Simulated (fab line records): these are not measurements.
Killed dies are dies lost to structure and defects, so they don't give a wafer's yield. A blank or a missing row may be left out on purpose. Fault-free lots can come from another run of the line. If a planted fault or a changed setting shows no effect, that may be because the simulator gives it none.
The tool behind it: which one? || flow rit_cmos || 16 lots with 48 wafers sampled at 2 steps, on a route of 202 steps

== WHAT THE GAUGES SHOWED, per wafer ==
RIT_NLDD_OVL_MEAS_06.
{"lot": "L970", "measured": "day 3 00:04", "on": "overlay-01", "NLDD_OVL (nm)": "0.9 -0.6 -0.4"}
{"lot": "L972", "measured": "day 3 05:19", "on": "overlay-01", "NLDD_OVL (nm)": "0.4 -2.2 -2.4"}
{"lot": "L973", "measured": "day 3 13:54", "on": "overlay-02", "NLDD_OVL (nm)": "-0.4 0.8 -0.9"}
{"lot": "L975", "measured": "day 3 22:59", "on": "overlay-01", "NLDD_OVL (nm)": "-0.1 1.2 1.2"}
{"lot": "L977", "measured": "day 4 07:09", "on": "overlay-01", "NLDD_OVL (nm)": "1.3 0.9 -0.4"}
{"lot": "L978", "measured": "day 4 16:14", "on": "overlay-01", "NLDD_OVL (nm)": "0.4 -0.6 0.3"}
{"lot": "L979", "measured": "day 4 20:34", "on": "overlay-01", "NLDD_OVL (nm)": "-1.3 -2.8 -0.4"}
{"lot": "L981", "measured": "day 5 07:58", "on": "overlay-01", "NLDD_OVL (nm)": "-149.6 -151.2 -151.1"}
{"lot": "L983", "measured": "day 5 17:04", "on": "overlay-02", "NLDD_OVL (nm)": "-146.7 -146.3 -147.7"}
{"lot": "L987", "measured": "day 6 12:36", "on": "overlay-02", "NLDD_OVL (nm)": "-0.8 -1.3 -1.4"}
{"lot": "L988", "measured": "day 6 16:50", "on": "overlay-01", "NLDD_OVL (nm)": "-149.9 -152.6 -151.2"}
{"lot": "L989", "measured": "day 6 21:37", "on": "overlay-02", "NLDD_OVL (nm)": "-150.9 -149.3 -148.8"}
{"lot": "L990", "measured": "day 7 05:00", "on": "overlay-02", "NLDD_OVL (nm)": "1.3 1.1 1.0"}
{"lot": "L991", "measured": "day 7 07:25", "on": "overlay-02", "NLDD_OVL (nm)": "1.3 2.2 0.5"}
{"lot": "L992", "measured": "day 7 10:16", "on": "overlay-01", "NLDD_OVL (nm)": "0.7 0.0 -0.3"}
{"lot": "L993", "measured": "day 7 18:29", "on": "overlay-02", "NLDD_OVL (nm)": "1.0 1.9 1.8"}

== EACH LOT AND THE TOOL THAT RAN IT (in order: tool; ch and the chambers of the sampled wafers; start) ==
{"lot": "L970", "RIT_NLDD_EXPOSE_03": "iline_stepper-02 ch 0, day 2 23:40"}
{"lot": "L972", "RIT_NLDD_EXPOSE_03": "iline_stepper-02 ch 0, day 3 04:55"}
{"lot": "L973", "RIT_NLDD_EXPOSE_03": "iline_stepper-02 ch 0, day 3 13:28"}
{"lot": "L975", "RIT_NLDD_EXPOSE_03": "iline_stepper-02 ch 0, day 3 22:37"}
{"lot": "L977", "RIT_NLDD_EXPOSE_03": "iline_stepper-02 ch 0, day 4 06:47"}
{"lot": "L978", "RIT_NLDD_EXPOSE_03": "iline_stepper-01 ch 0, day 4 15:50"}
{"lot": "L979", "RIT_NLDD_EXPOSE_03": "iline_stepper-02 ch 0, day 4 20:10"}
{"lot": "L981", "RIT_NLDD_EXPOSE_03": "iline_stepper-02 ch 0, day 5 07:34"}
{"lot": "L983", "RIT_NLDD_EXPOSE_03": "iline_stepper-02 ch 0, day 5 16:39"}
{"lot": "L987", "RIT_NLDD_EXPOSE_03": "iline_stepper-01 ch 0, day 6 12:13"}
{"lot": "L988", "RIT_NLDD_EXPOSE_03": "iline_stepper-02 ch 0, day 6 16:26"}
{"lot": "L989", "RIT_NLDD_EXPOSE_03": "iline_stepper-02 ch 0, day 6 21:13"}
{"lot": "L990", "RIT_NLDD_EXPOSE_03": "iline_stepper-01 ch 0, day 7 04:36"}
{"lot": "L991", "RIT_NLDD_EXPOSE_03": "iline_stepper-01 ch 0, day 7 07:01"}
{"lot": "L992", "RIT_NLDD_EXPOSE_03": "iline_stepper-01 ch 0, day 7 09:55"}
{"lot": "L993", "RIT_NLDD_EXPOSE_03": "iline_stepper-01 ch 0, day 7 18:05"}
- RIT_NLDD_EXPOSE_03: exposes mask M7, target cd 40700 nm.

== WHAT THE TOOLS THEMSELVES READ (means of the sampled wafers that have a number; where no wafer has one, the mark that the record gives instead) ==
RIT_NLDD_EXPOSE_03.
{"lot": "L970", "tool": "iline_stepper-02", "exposure_dose_mJ_cm2": 249.94}
{"lot": "L972", "tool": "iline_stepper-02", "exposure_dose_mJ_cm2": 250.09}
{"lot": "L973", "tool": "iline_stepper-02", "exposure_dose_mJ_cm2": 249.95}
{"lot": "L975", "tool": "iline_stepper-02", "exposure_dose_mJ_cm2": 249.85}
{"lot": "L977", "tool": "iline_stepper-02", "exposure_dose_mJ_cm2": 250.15}
{"lot": "L978", "tool": "iline_stepper-01", "exposure_dose_mJ_cm2": 250.02}
{"lot": "L979", "tool": "iline_stepper-02", "exposure_dose_mJ_cm2": 249.76}
{"lot": "L981", "tool": "iline_stepper-02", "exposure_dose_mJ_cm2": 249.78}
{"lot": "L983", "tool": "iline_stepper-02", "exposure_dose_mJ_cm2": 249.71}
{"lot": "L987", "tool": "iline_stepper-01", "exposure_dose_mJ_cm2": 249.70}
{"lot": "L988", "tool": "iline_stepper-02", "exposure_dose_mJ_cm2": 249.95}
{"lot": "L989", "tool": "iline_stepper-02", "exposure_dose_mJ_cm2": 250.06}
{"lot": "L990", "tool": "iline_stepper-01", "exposure_dose_mJ_cm2": 249.83}
{"lot": "L991", "tool": "iline_stepper-01", "exposure_dose_mJ_cm2": 249.71}
{"lot": "L992", "tool": "iline_stepper-01", "exposure_dose_mJ_cm2": 249.51}
{"lot": "L993", "tool": "iline_stepper-01", "exposure_dose_mJ_cm2": 249.93}

== THE ANSWER, worked out from the rows above alone ==
Rule: what is usual is taken from the lots themselves. The widest of any qualifying gaps counts: lots, ordered by their means at a reading, are off when they make up no more than a third of the lots, leave a main group of 4 or more, and stand apart from it by 3 or more times the standard deviation of that group's means. A main group is skipped when, at the precision printed for the reading in the tables above, its means are all equal. Also off: a lot with no number at a reading for which 4 or more lots have one. The other lots that the step has rows for count as sound. After the gauges, taken in route order, come the tools' own readings; for these a lot's mean is taken, as printed above. The first step at which some lot is off is used, and at that step the reading that is off furthest; a lot without a number counts as furthest.
Off: at RIT_NLDD_OVL_MEAS_06 (NLDD_OVL), L981, L983, L988, L989. For the main group the mean is 0.1 nm and the standard deviation 1.
If a tool, at a process step before that reading, ran all the lots that are off and no sound lot after the first of them, it fits. Those tools and the gauges at RIT_NLDD_OVL_MEAS_06 are tried in the same way. One candidate fits, namely iline_stepper-02 at RIT_NLDD_EXPOSE_03. Its last sound lot is L979 (day 4 20:10), its first lot that is off L981 (day 5 07:34): a fault that began between those two fits.

== WHAT THE SIMULATOR HAD PUT IN ==
Scanner matching overlay: iline_stepper-02, from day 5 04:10 on, at RIT_NLDD_EXPOSE_03. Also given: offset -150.
Struck lots among those shown: L981, L983, L988, L989. The rule given above showed the same thing.
